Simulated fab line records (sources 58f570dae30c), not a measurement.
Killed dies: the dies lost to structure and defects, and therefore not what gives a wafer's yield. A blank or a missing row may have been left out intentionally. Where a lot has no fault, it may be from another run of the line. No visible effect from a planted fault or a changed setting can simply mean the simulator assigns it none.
What tool caused it? / flow berkeley cmos170 / 13 lots, 39 wafers sampled, at 2 steps of a route of 331

== WHAT EACH GAUGE READ, for each wafer ==
UCB170_V2_BOW_MEAS_03.
lot=L669; measured=day 7 09:23; on=film metro-04; V2_BOW (um)=29 27 39
lot=L670; measured=day 7 16:57; on=film metro-04; V2_BOW (um)=36 33 44
lot=L672; measured=day 8 09:04; on=film metro-04; V2_BOW (um)=32 41 33
lot=L673; measured=day 8 09:22; on=film metro-01; V2_BOW (um)=41 43 36
lot=L671; measured=day 8 09:41; on=film metro-03; V2_BOW (um)=37 46 39
lot=L674; measured=day 8 09:58; on=film metro-04; V2_BOW (um)=28 21 32
lot=L676; measured=day 9 03:13; on=film metro-01; V2_BOW (um)=43 47 42
lot=L678; measured=day 9 10:02; on=film metro-03; V2_BOW (um)=30 30 34
lot=L679; measured=day 9 10:45; on=film metro-03; V2_BOW (um)=27 35 36
lot=L677; measured=day 9 13:20; on=film metro-03; V2_BOW (um)=37 47 42
lot=L682; measured=day 10 05:41; on=film metro-01; V2_BOW (um)=43 31 39
lot=L688; measured=day 11 18:48; on=film metro-04; V2_BOW (um)=37 38 13
lot=L691; measured=day 12 06:59; on=film metro-01; V2_BOW (um)=48 35 40

== WHAT TOOL EACH LOT RAN ON (gives the tool, then ch and the chambers of the sampled wafers, and finally the start) ==
lot=L669; UCB170_M2_STRIP_07=plasma asher-02 ch 0,1, day 7 06:55
lot=L670; UCB170_M2_STRIP_07=plasma asher-04 ch 1, day 7 14:23
lot=L672; UCB170_M2_STRIP_07=plasma asher-02 ch 0,1, day 8 06:29
lot=L673; UCB170_M2_STRIP_07=plasma asher-01 ch 0,1, day 8 06:46
lot=L671; UCB170_M2_STRIP_07=plasma asher-01 ch 0, day 8 07:12
lot=L674; UCB170_M2_STRIP_07=plasma asher-02 ch 0,1, day 8 07:13
lot=L676; UCB170_M2_STRIP_07=plasma asher-02 ch 0,1, day 9 00:38
lot=L678; UCB170_M2_STRIP_07=plasma asher-02 ch 0,1, day 9 07:32
lot=L679; UCB170_M2_STRIP_07=plasma asher-02 ch 0,1, day 9 07:59
lot=L677; UCB170_M2_STRIP_07=plasma asher-01 ch 0,1, day 9 10:28
lot=L682; UCB170_M2_STRIP_07=plasma asher-01 ch 0,1, day 10 03:08
lot=L688; UCB170_M2_STRIP_07=plasma asher-02 ch 0,1, day 11 15:46
lot=L691; UCB170_M2_STRIP_07=plasma asher-01 ch 0,1, day 12 04:38
- UCB170_M2_STRIP_07: strips in O2.

== AS READ BY THE TOOLS THEMSELVES (means over the sampled wafers that have a number; for cases with no such wafer, the mark the record gives instead) ==
UCB170_M2_STRIP_07.
lot=L669; tool=plasma asher-02; chamber pressure mTorr (mTorr)=3500; drypump motor current A (A)=6.0; oes product au (a.u.)=0.735; strip time to endpoint s (s)=21.90
lot=L670; tool=plasma asher-04; chamber pressure mTorr (mTorr)=3502; drypump motor current A (A)=5.9; oes product au (a.u.)=0.734; strip time to endpoint s (s)=21.99
lot=L672; tool=plasma asher-02; chamber pressure mTorr (mTorr)=3502; drypump motor current A (A)=5.7; oes product au (a.u.)=0.730; strip time to endpoint s (s)=21.94
lot=L673; tool=plasma asher-01; chamber pressure mTorr (mTorr)=3501; drypump motor current A (A)=5.5; oes product au (a.u.)=0.732; strip time to endpoint s (s)=21.91
lot=L671; tool=plasma asher-01; chamber pressure mTorr (mTorr)=3499; drypump motor current A (A)=5.1; oes product au (a.u.)=0.733; strip time to endpoint s (s)=21.91
lot=L674; tool=plasma asher-02; chamber pressure mTorr (mTorr)=3501; drypump motor current A (A)=5.7; oes product au (a.u.)=0.732; strip time to endpoint s (s)=21.95
lot=L676; tool=plasma asher-02; chamber pressure mTorr (mTorr)=3501; drypump motor current A (A)=5.7; oes product au (a.u.)=0.736; strip time to endpoint s (s)=21.97
lot=L678; tool=plasma asher-02; chamber pressure mTorr (mTorr)=3501; drypump motor current A (A)=5.7; oes product au (a.u.)=0.736; strip time to endpoint s (s)=21.89
lot=L679; tool=plasma asher-02; chamber pressure mTorr (mTorr)=3497; drypump motor current A (A)=6.0; oes product au (a.u.)=0.737; strip time to endpoint s (s)=21.96
lot=L677; tool=plasma asher-01; chamber pressure mTorr (mTorr)=3500; drypump motor current A (A)=5.8; oes product au (a.u.)=0.733; strip time to endpoint s (s)=21.89
lot=L682; tool=plasma asher-01; chamber pressure mTorr (mTorr)=3503; drypump motor current A (A)=5.5; oes product au (a.u.)=0.733; strip time to endpoint s (s)=21.90
lot=L688; tool=plasma asher-02; chamber pressure mTorr (mTorr)=3499; drypump motor current A (A)=6.0; oes product au (a.u.)=0.731; strip time to endpoint s (s)=22.03
lot=L691; tool=plasma asher-01; chamber pressure mTorr (mTorr)=3499; drypump motor current A (A)=5.9; oes product au (a.u.)=0.733; strip time to endpoint s (s)=22.04

== THE ANSWER, worked out from the rows above alone ==
Rule: the usual values come from the lots themselves. The widest of any qualifying gaps counts: lots, ordered by their means at a reading, are off when they make up no more than a third of the lots, leave a main group of 4 or more, and stand apart from it by 3 or more times the standard deviation of that group's means. The tables above print the reading to a certain number of digits; a main group whose means all agree to those digits is not used. A lot without any number at a reading at which 4 lots or more have one is off too. Where the step has rows for the other lots, those lots are counted as sound. First the gauges in route order, then the tools' own readings, where a lot's mean is used as printed above. The first step at which some lot is off is used, and at that step the reading that is off furthest; a lot without a number counts as furthest.
No lot is off on any of the readings shown, so nothing can be concluded from this.

== WHAT THE SIMULATOR PUT IN ==
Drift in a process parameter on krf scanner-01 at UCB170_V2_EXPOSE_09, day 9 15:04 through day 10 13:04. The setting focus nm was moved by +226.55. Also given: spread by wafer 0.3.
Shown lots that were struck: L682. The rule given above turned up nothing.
